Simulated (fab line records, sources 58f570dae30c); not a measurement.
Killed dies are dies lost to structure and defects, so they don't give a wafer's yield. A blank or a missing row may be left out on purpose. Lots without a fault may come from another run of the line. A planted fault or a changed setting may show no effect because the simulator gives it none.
Problem report in the 8D (eight disciplines) form, filled by code | flow berkeley_cmos170 | the parts of the form that need people (team, actions taken, sign-off) are left out

1. THE PROBLEM
cd_nm at UCB170_V2_CD_MEAS_12 reads a mean of 734.1 nm on 6 wafers of 2 lots; wafers without a fault read 699.9 nm with a standard deviation of 1.3. That is +26 standard deviations from the usual mean.
The step: target cd 700 nm.
First seen on wafer L514.2, day 10 23:04, on cd_sem-01. The record holds 42 wafers of 14 lots with a number at this step. Rule for "out", or "out of limits": more than 4 standard deviations from the usual mean. The other wafers with a number count as sound.

2. WHAT IT IS AND WHAT IT IS NOT
question                    | is                     | is not
which readings at this step | cd_nm                  | -
which lots                  | L514, L517             | L504, L505, L506, L508, L510, L512, L513, L515, L524, L525, L526, L527
which wafers of those lots  | all that have a number | -
read on which gauges        | cd_sem-01              | cd_sem-02
when                        | from day 10 23:04      | up to then (24 sound wafers); but 12 sound wafers of L524, L525, L526, L527 came after

3. SUSPECTS, AND WHAT RULES EACH OUT
Counting: a tool at a process step up to the reading stays a suspect if it ran every lot that is out and no sound lot after the first of them.
- the gauge at UCB170_V2_CD_MEAS_12: ruled out. All the wafers that are out were read on cd_sem-01, but those of them that UCB170_V2_PEB_10 has rows for are out there too, on other tools.
- litho_track-02 at UCB170_V2_PEB_10: ruled out as a lasting fault. Sound lots L527, L526 ran on it after its first lot that is out, L514 (day 10 22:48).
Left after counting: nothing in the record.

4. THE CAUSE (what the simulator had put in)
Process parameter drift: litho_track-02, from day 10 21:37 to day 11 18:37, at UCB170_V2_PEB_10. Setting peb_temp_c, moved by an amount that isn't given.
Counting ruled it out, wrongly: the rule takes a fault to strike every lot that its tool runs from its start on, and this one did not.

5. THE CHAIN OF EFFECTS, in route order
Each row: a reading whose mean over the struck wafers that have a number lies more than 3 standard deviations from the usual. Only readings for which the record gives a usual standard deviation are gone through. hours: the time from each lot's start at the first step in this table that gives one to its start at this step, as a median over the lots. sigmas: the change in usual standard deviations.
hours | step                 | reading              | usual    | on struck wafers | change | sigmas
0     | UCB170_V2_PEB_10     | heater_power_total_W | 56.79 W  | 61.10            | +4.31  | +90
0     | UCB170_V2_PEB_10     | plate_temp_C         | 129.99 C | 137.55           | +7.56  | +63
0     | UCB170_V2_CD_MEAS_12 | cd_nm                | 699.9 nm | 734.1            | +34.2  | +26
The process steps in it:
- UCB170_V2_PEB_10

6. WHAT WOULD HAVE CAUGHT IT SOONER
In this record the first reading out of limits at a measuring or inspecting step was taken at day 10 23:04, 1 hour after the fault began at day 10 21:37.
The tool's own readings at UCB170_V2_PEB_10 were out on every struck wafer that the step has a row for (heater_power_total_W, plate_temp_C): an alarm limit on them would have fired on the first of those.
